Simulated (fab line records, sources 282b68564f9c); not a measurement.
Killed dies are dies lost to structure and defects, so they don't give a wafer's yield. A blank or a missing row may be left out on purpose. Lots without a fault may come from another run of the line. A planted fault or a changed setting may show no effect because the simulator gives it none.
Which tool did it? | flow rit_cmos | 7 lots, 21 wafers sampled, at 2 steps of a route of 202

WHAT THE GAUGES READ, wafer by wafer
RIT_SDANNEAL_RS_MEAS_04: measures by four-point-probe.
lot  | measured    | on            | PSD_RS (ohm/sq)
L811 | day 3 12:26 | film_metro-04 | 115.83 116.10 115.72
L813 | day 3 22:19 | film_metro-04 | 116.06 116.34 115.78
L815 | day 4 07:52 | film_metro-01 | 116.02 116.13 115.92
L820 | day 5 08:18 | film_metro-03 | 116.39 116.22 116.26
L826 | day 6 16:50 | film_metro-03 | 108.35 108.49 108.14
L828 | day 7 02:02 | film_metro-01 | 115.91 115.74 115.93
L830 | day 7 09:55 | film_metro-01 | 115.78 116.13 116.17

WHICH TOOL RAN EACH LOT (tool, then ch and the chambers of the sampled wafers, then the start)
lot  | RIT_PSD_IMPLANT_08
L811 | implanter-04 ch 0, day 3 11:29
L813 | implanter-04 ch 0, day 3 21:31
L815 | implanter-04 ch 0, day 4 07:02
L820 | implanter-02 ch 0, day 5 07:28
L826 | implanter-02 ch 0, day 6 15:57
L828 | implanter-01 ch 0, day 7 01:02
L830 | implanter-01 ch 0, day 7 09:07
- RIT_PSD_IMPLANT_08

THE ANSWER, worked out from the rows above alone
Rule: what is usual is taken from the lots themselves. Put in order of their means at a reading, lots are off if they are a third of the lots or fewer, leave a main group of 4 or more, and stand apart from it by a gap of 3 or more times the standard deviation of the main group's means; of several such gaps the widest counts. A main group whose means are all the same, to the digits that the tables above print for the reading, isn't used. A lot without any number at a reading at which 4 lots or more have one is off too. The other lots that the step has rows for count as sound.
Off: L826, at RIT_SDANNEAL_RS_MEAS_04 (PSD_RS). The main group: mean 116.02 ohm/sq, standard deviation 0.14.
A tool fits if, at a process step before that reading, it ran every lot that is off, and no sound lot after the first of them. The gauges at RIT_SDANNEAL_RS_MEAS_04 are tried like those tools. Can't be told from this: 2 tools fit, implanter-02 at RIT_PSD_IMPLANT_08, film_metro-03 at RIT_SDANNEAL_RS_MEAS_04.

WHAT THE SIMULATOR HAD PUT IN
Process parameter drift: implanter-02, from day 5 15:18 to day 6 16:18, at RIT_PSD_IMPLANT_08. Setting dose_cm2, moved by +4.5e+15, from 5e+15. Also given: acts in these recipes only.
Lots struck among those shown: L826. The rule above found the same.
